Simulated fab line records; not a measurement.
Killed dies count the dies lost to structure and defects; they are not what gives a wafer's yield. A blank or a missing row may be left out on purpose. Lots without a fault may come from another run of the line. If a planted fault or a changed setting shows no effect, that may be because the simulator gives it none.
Which tool was responsible? -- flow berkeley cmos170 -- Sampling: 15 lots, 45 wafers, 4 of 331 route steps

WHAT THE GAUGES SHOWED, per wafer
UCB170_PVT_OVL_MEAS_06.
lot,measured,on,PVT_OVL (nm)
L657,day 7 00:09,overlay-02,-6 6 5
L658,day 7 10:52,overlay-02,4 -1 -7
L660,day 7 10:35,overlay-02,8 11 10
L661,day 7 10:19,overlay-02,-4 -10 -5
L662,day 7 09:51,overlay-02,3 -3 5
L664,day 8 00:40,overlay-02,-2 -1 -5
L665,day 8 00:13,overlay-02,-3 6 14
L666,day 8 17:37,overlay-02,0 12 -1
L669,day 9 08:49,overlay-02,-2 -6 -5
L677,day 10 21:02,overlay-02,5 9 13
L678,day 10 21:10,overlay-01,0 2 -4
L680,day 11 09:47,overlay-01,-4 6 -6

UCB170_CONTACT_OVL_MEAS_16.
lot,measured,on,CONTACT_OVL (nm)
L657,day 8 14:47,overlay-02,-5 -3 -5
L658,day 9 05:05,overlay-02,8 1 9
L660,day 9 01:33,overlay-02,0 -6 -4
L661,day 9 04:44,overlay-02,-1 -9 7
L662,day 9 03:54,overlay-02,-5 -9 -9
L664,day 9 18:47,overlay-01,-2 -1 -3
L665,day 9 19:16,overlay-01,1 -5 -1
L666,day 10 07:36,overlay-01,-4 -3 5
L669,day 11 02:59,overlay-02,-7 -5 -3
L677,day 13 01:29,overlay-01,-1 -7 -12
L678,day 13 03:14,overlay-02,7 -8 4
L680,day 13 01:55,overlay-01,-4 2 2

TOOL THAT RAN EACH LOT (tool first, then ch and the chambers of the sampled wafers, then the start)
lot,UCB170_ZERO_STRIP_07,UCB170_ACTIVE_PEB_11
L657,"plasma asher-01 ch 0,1, day 2 02:43","litho track-03 ch 0, day 5 08:03"
L658,"plasma asher-03 ch 0,1, day 2 11:38","litho track-03 ch 0, day 5 15:47"
L660,"plasma asher-03 ch 0,1, day 2 12:01","litho track-04 ch 0, day 5 15:48"
L661,"plasma asher-04 ch 0,1, day 2 19:29","litho track-02 ch 0, day 5 15:53"
L662,"plasma asher-01 ch 0,1, day 2 19:43","litho track-03 ch 0, day 5 15:31"
L664,"plasma asher-03 ch 0,1, day 3 05:28","litho track-02 ch 0, day 5 23:34"
L665,"plasma asher-04 ch 0,1, day 3 09:53","litho track-03 ch 0, day 5 23:47"
L666,"plasma asher-04 ch 0,1, day 3 17:55","litho track-02 ch 0, day 6 21:32"
L669,"plasma asher-01 ch 0,1, day 4 05:58","litho track-04 ch 0, day 7 13:56"
L675,"plasma asher-04 ch 0,1, day 5 14:43","litho track-03, day 8 17:00"
L674,"plasma asher-01 ch 0,1, day 5 14:58","litho track-03, day 8 16:00"
L676,"plasma asher-01 ch 0,1, day 5 21:14","litho track-04, day 8 16:37"
L677,"plasma asher-03 ch 0,1, day 6 02:01","litho track-02 ch 0, day 9 05:00"
L678,"plasma asher-04 ch 0,1, day 6 06:56","litho track-03 ch 0, day 9 05:42"
L680,"plasma asher-01 ch 0,1, day 6 20:35","litho track-02 ch 0, day 9 17:28"
- UCB170_ZERO_STRIP_07: strips in O2.
- UCB170_ACTIVE_PEB_11

AS READ BY THE TOOLS THEMSELVES (means over the sampled wafers that have a number; for cases with no such wafer, the mark the record gives instead)
UCB170_ZERO_STRIP_07.
lot,tool,chamber pressure mTorr (mTorr),drypump motor current A (A),oes product au (a.u.),strip time to endpoint s (s)
L657,plasma asher-01,3502,5.43,0.723,21.38
L658,plasma asher-03,3502,5.73,0.724,21.38
L660,plasma asher-03,3497,5.68,0.724,21.52
L661,plasma asher-04,3502,5.23,0.731,21.48
L662,plasma asher-01,3501,5.46,0.732,21.44
L664,plasma asher-03,3501,5.72,0.728,21.52
L665,plasma asher-04,3502,5.25,0.729,21.54
L666,plasma asher-04,3502,5.27,0.726,21.31
L669,plasma asher-01,3501,5.31,0.727,21.42
L675,plasma asher-04,3499,5.15,0.729,21.42
L674,plasma asher-01,3501,5.44,0.731,21.56
L676,plasma asher-01,3501,5.46,0.724,21.46
L677,plasma asher-03,3500,5.73,0.724,21.51
L678,plasma asher-04,3500,5.25,0.728,21.41
L680,plasma asher-01,3501,5.32,0.724,21.48

UCB170_ACTIVE_PEB_11.
lot,tool,chill plate temp C (C),exhaust pa (Pa)
L657,litho track-03,23.02,44.5
L658,litho track-03,23.16,44.5
L660,litho track-04,23.06,44.8
L661,litho track-02,22.91,45.1
L662,litho track-03,22.86,45.0
L664,litho track-02,23.01,45.1
L665,litho track-03,23.11,45.6
L666,litho track-02,23.03,44.9
L669,litho track-04,23.04,46.8
L675,litho track-03,-,-
L674,litho track-03,-,-
L676,litho track-04,-,-
L677,litho track-02,23.08,44.4
L678,litho track-03,23.08,45.1
L680,litho track-02,22.97,45.2

THE ANSWER, worked out from the rows above alone
Rule: the usual values come from the lots themselves. The widest of any qualifying gaps counts: lots, ordered by their means at a reading, are off when they make up no more than a third of the lots, leave a main group of 4 or more, and stand apart from it by 3 or more times the standard deviation of that group's means. A main group is skipped when, at the precision printed for the reading in the tables above, its means are all equal. Also off: a lot with no number at a reading for which 4 or more lots have one. The other lots that the step has rows for count as sound. The gauges are gone through in route order, then the tools' own readings, and for those a lot's mean is taken as printed above. At the first step where some lot is off, the reading lying furthest off is the one used; lots without a number count as furthest.
Off, at UCB170_ACTIVE_PEB_11 on chill plate temp C: L675, L674, L676. Without a number there: L675, L674, L676. For the main group the mean is 23.03 C and the standard deviation 0.08.
If a tool, at that step or one of the process steps before it, ran each lot that is off and ran no sound lot following the first of them, it fits. Of those tried, none fits.

WHAT THE SIMULATOR HAD INSERTED
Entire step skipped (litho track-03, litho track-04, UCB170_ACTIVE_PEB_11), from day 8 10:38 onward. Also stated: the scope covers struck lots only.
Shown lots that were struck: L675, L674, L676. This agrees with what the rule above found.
